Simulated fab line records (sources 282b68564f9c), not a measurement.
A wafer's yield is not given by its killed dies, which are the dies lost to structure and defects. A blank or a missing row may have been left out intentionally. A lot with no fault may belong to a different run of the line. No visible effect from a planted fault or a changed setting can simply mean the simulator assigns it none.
Which tool did it? / flow ritCmos / 15 lots, 45 wafers sampled, at 2 steps of a route of 202

== WHAT THE GAUGES READ, wafer by wafer ==
RIT_PSD_OVL_MEAS_06. Usual: for PSD_OVL the level is -0.7 nm and the standard deviation is 1.5.
lot=L695; measured=day 3 02:23; on=overlay-02; PSD_OVL (nm)=-0.2 2.6 1.6; flag=
lot=L696; measured=day 3 08:21; on=overlay-02; PSD_OVL (nm)=-1.4 -1.4 -0.9; flag=
lot=L697; measured=day 3 12:17; on=overlay-02; PSD_OVL (nm)=-0.8 -1.4 0.3; flag=
lot=L698; measured=day 3 18:04; on=overlay-02; PSD_OVL (nm)=-0.1 -0.6 -1.3; flag=
lot=L699; measured=day 4 03:44; on=overlay-02; PSD_OVL (nm)=0.7 -0.3 0.3; flag=
lot=L700; measured=day 4 05:31; on=overlay-01; PSD_OVL (nm)=-0.1 -0.5 -1.3; flag=
lot=L701; measured=day 4 07:22; on=overlay-01; PSD_OVL (nm)=1.8 2.1 2.1; flag=
lot=L702; measured=day 4 14:05; on=overlay-02; PSD_OVL (nm)=-0.9 -0.1 0.0; flag=
lot=L703; measured=day 4 21:23; on=overlay-02; PSD_OVL (nm)=-150.4 -150.1 -150.6; flag=OFF
lot=L704; measured=day 5 02:43; on=overlay-02; PSD_OVL (nm)=-2.9 0.0 -1.3; flag=
lot=L705; measured=day 5 10:43; on=overlay-01; PSD_OVL (nm)=-151.1 -149.9 -149.7; flag=OFF
lot=L711; measured=day 6 18:07; on=overlay-02; PSD_OVL (nm)=-150.5 -150.3 -152.1; flag=OFF
lot=L716; measured=day 7 20:05; on=overlay-01; PSD_OVL (nm)=-1.7 0.1 -1.5; flag=
lot=L717; measured=day 8 01:46; on=overlay-01; PSD_OVL (nm)=-1.2 0.4 -2.0; flag=
lot=L718; measured=day 8 04:03; on=overlay-02; PSD_OVL (nm)=1.1 -0.8 1.0; flag=

== WHAT TOOL EACH LOT RAN ON (gives the tool, then ch and the chambers of the sampled wafers, and finally the start) ==
lot=L695; RIT_PSD_EXPOSE_03=ilineStepper-02 ch 0, day 3 01:59
lot=L696; RIT_PSD_EXPOSE_03=ilineStepper-02 ch 0, day 3 07:58
lot=L697; RIT_PSD_EXPOSE_03=ilineStepper-01 ch 0, day 3 11:53
lot=L698; RIT_PSD_EXPOSE_03=ilineStepper-01 ch 0, day 3 17:40
lot=L699; RIT_PSD_EXPOSE_03=ilineStepper-02 ch 0, day 4 03:20
lot=L700; RIT_PSD_EXPOSE_03=ilineStepper-02 ch 0, day 4 05:08
lot=L701; RIT_PSD_EXPOSE_03=ilineStepper-01 ch 0, day 4 06:58
lot=L702; RIT_PSD_EXPOSE_03=ilineStepper-01 ch 0, day 4 13:41
lot=L703; RIT_PSD_EXPOSE_03=ilineStepper-01 ch 0, day 4 21:01
lot=L704; RIT_PSD_EXPOSE_03=ilineStepper-02 ch 0, day 5 02:19
lot=L705; RIT_PSD_EXPOSE_03=ilineStepper-01 ch 0, day 5 10:19
lot=L711; RIT_PSD_EXPOSE_03=ilineStepper-01 ch 0, day 6 17:43
lot=L716; RIT_PSD_EXPOSE_03=ilineStepper-02 ch 0, day 7 19:43
lot=L717; RIT_PSD_EXPOSE_03=ilineStepper-02 ch 0, day 8 01:06
lot=L718; RIT_PSD_EXPOSE_03=ilineStepper-02 ch 0, day 8 03:41
- RIT_PSD_EXPOSE_03: exposes mask M10, target cd 40900 nm.

== AS READ BY THE TOOLS THEMSELVES (means over the sampled wafers that have a number; for cases with no such wafer, the mark the record gives instead) ==
The record holds no such reading with a usual standard deviation.

== THE ANSWER, worked out from the rows above alone ==
Rule: take the mean of a lot's wafers that have a number; if it is more than 3 standard deviations from the usual mean, the lot is off. A lot without any number at a reading at which 4 lots or more have one is off too. The other lots that the step has rows for count as sound. First the gauges in route order, then the tools' own readings, where a lot's mean is used as printed above. At the first step where some lot is off, the reading lying furthest off is the one used; lots without a number count as furthest.
Off: at RIT_PSD_OVL_MEAS_06 (PSD_OVL), L703, L705, L711.
If a tool, at a process step before that reading, ran all the lots that are off and no sound lot after the first of them, it fits. The gauges at RIT_PSD_OVL_MEAS_06 are tried like those tools. One candidate fits, namely ilineStepper-01 at RIT_PSD_EXPOSE_03. A fault onset in the window from L702 (day 4 13:41, its last sound lot) to L703 (day 4 21:01, its first lot off) fits.

== WHAT THE SIMULATOR HAD INSERTED ==
Scanner matching overlay: ilineStepper-01, from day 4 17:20 on, at RIT_PSD_EXPOSE_03. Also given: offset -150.
Lots struck among those shown: L703, L705, L711. The rule above reached the same finding.
